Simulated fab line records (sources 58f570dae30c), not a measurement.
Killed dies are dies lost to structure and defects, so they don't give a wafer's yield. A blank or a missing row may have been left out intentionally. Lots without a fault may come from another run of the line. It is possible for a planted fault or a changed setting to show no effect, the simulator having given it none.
Split-lot trial | flow berkeleyCmos170 | 23 wafers read from 5 lots, route of 331 steps

## ON THE SPLIT
At UCB170_M2_SPUTTER_01 (material Al, target thk 900 nm, time 120 s), the setting timeS was moved away from the recipe's 120 s on 4 of the 23 wafers read, by -9.3% to +4.7%. For the rest of the wafers, this setting stayed at what the recipe calls for.

## FROM THE SPLIT TO THE READING: what the file shows between them, 6 steps
- UCB170_M2_RS_MEAS_02: measures by four-point-probe
- UCB170_M2_THK_MEAS_03: measures by xrf
- UCB170_M2_SOFTBAKE_11: time 60 s (also split here: timeS)
- UCB170_M2_EXPOSE_12: exposes mask METAL2, target cd 700 nm
- UCB170_M2_PEB_13
- UCB170_M2_ETCH_17: etches BARC in N2/H2

## THE READING
oesProductAu, in a.u., at UCB170_M2_METAL_ETCH_18 (etches Al in Cl2/BCl3, stops on SiO2, target depth 1170 nm, time 195 s). On this fab line, fault-free wafers typically give 0.844 a.u. with a standard deviation of 0.012 a.u.

wafer  | tool, chamber at the split | timeS as run, s | against the recipe | oesProductAu, a.u. | against lot-mates on the recipe
L074.1 | pvdSputter-03, -           | 120             | recipe             | 0.829              | -
L074.3 | pvdSputter-03, -           | 120             | recipe             | 0.829              | -
L074.4 | pvdSputter-03, -           | 120             | recipe             | 0.826              | -
L074.5 | pvdSputter-03, -           | 120             | recipe             | 0.830              | -
L074.6 | pvdSputter-03, -           | 120             | recipe             | 0.832              | -
L076.2 | pvdSputter-03, -           | 120             | recipe             | 0.847              | -
L076.3 | pvdSputter-03, -           | 108.8           | -9.3%              | 0.789              | -0.054
L076.4 | pvdSputter-03, -           | 108.8           | -9.3%              | 0.803              | -0.040
L076.5 | pvdSputter-03, -           | 120             | recipe             | 0.834              | -
L076.6 | pvdSputter-03, -           | 120             | recipe             | 0.847              | -
L075.1 | pvdSputter-01, -           | 120             | recipe             | 0.832              | -
L075.3 | pvdSputter-01, -           | 120             | recipe             | 0.833              | -
L075.4 | pvdSputter-01, -           | 125.6           | +4.7%              | 0.855              | +0.023
L075.5 | pvdSputter-01, -           | 125.6           | +4.7%              | 0.859              | +0.027
L075.6 | pvdSputter-01, -           | 120             | recipe             | 0.831              | -
L081.2 | pvdSputter-01, -           | 120             | recipe             | 0.831              | -
L081.3 | pvdSputter-01, -           | 120             | recipe             | 0.829              | -
L081.4 | pvdSputter-01, -           | 120             | recipe             | 0.832              | -
L085.1 | pvdSputter-01, -           | 120             | recipe             | 0.842              | -
L085.2 | pvdSputter-01, -           | 120             | recipe             | 0.846              | -
L085.3 | pvdSputter-01, -           | 120             | recipe             | 0.848              | -
L085.4 | pvdSputter-01, -           | 120             | recipe             | 0.852              | -
L085.6 | pvdSputter-01, -           | 120             | recipe             | 0.855              | -

THE FIT
A straight line over all 23 wafers: oesProductAu changes by +0.00437 a.u. for each +1% of timeS; r = +0.85; the points scatter about the line by 0.0088 a.u.
The same after taking each lot's own level away (the mean of its wafers on the recipe; 23 wafers): +0.00508 a.u. for each +1%; r = +0.97; scatter 0.0041 a.u.
The reading moves by 0.047 a.u. for the largest change in timeS, on that fit.
Across the lots, their own levels run from 0.8292 to 0.8486 a.u., a range of 1.6 times the standard deviation given above.
So the lot-to-lot level changes the slope: the two fits differ.
Check: for one of the wafers moved furthest among these (-9.3%), held out of the fit, the line's prediction against its lot-mates is -0.0426 a.u. Against them it came out at -0.0537 a.u.

## ADDITIONAL SPLITS CARRIED BY THESE WAFERS
Before the reading, these wafers also passed through other splits. Each is held against what the fit with the lots' levels taken away leaves over:
other split on the same wafers | wafers away from the commonest value | r with oesProductAu (lot level and that fit taken away)
UCB170_CONTACT_ETCH_17 biasW   | 6                                    | +0.16
UCB170_V1_PEB_10 pebTempC      | 9                                    | -0.14
UCB170_M2_SOFTBAKE_11 timeS    | 5                                    | -0.28

## THE WHOLE CHAIN: every reading that the file lists as answering this split, in the file's order
step                    | what it does                                                           | reading                                                                    | change (the file's fit)                   | r (the file's)
UCB170_M2_SPUTTER_01    | material Al, target thk 900 nm, time 120 s                             | Al_of_M2_SPUTTER_01.thkNm (the simulator's own value, which no gauge read) | +8.67 nm for each +1% of the setting      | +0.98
UCB170_M2_RS_MEAS_02    | measures by four-point-probe                                           | M2_AL_RS                                                                   | -0.00034 for each +1% of the setting      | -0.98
UCB170_M2_THK_MEAS_03   | measures by xrf                                                        | M2_AL_THK                                                                  | +9.21 for each +1% of the setting         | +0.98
UCB170_M2_METAL_ETCH_18 | etches Al in Cl2/BCl3, stops on SiO2, target depth 1170 nm, time 195 s | oesProductAu                                                               | +0.00507 a.u. for each +1% of the setting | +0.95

## FILE'S OWN FIT
oesProductAu changes by +0.00507 a.u. for each +1% of timeS, r = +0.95.
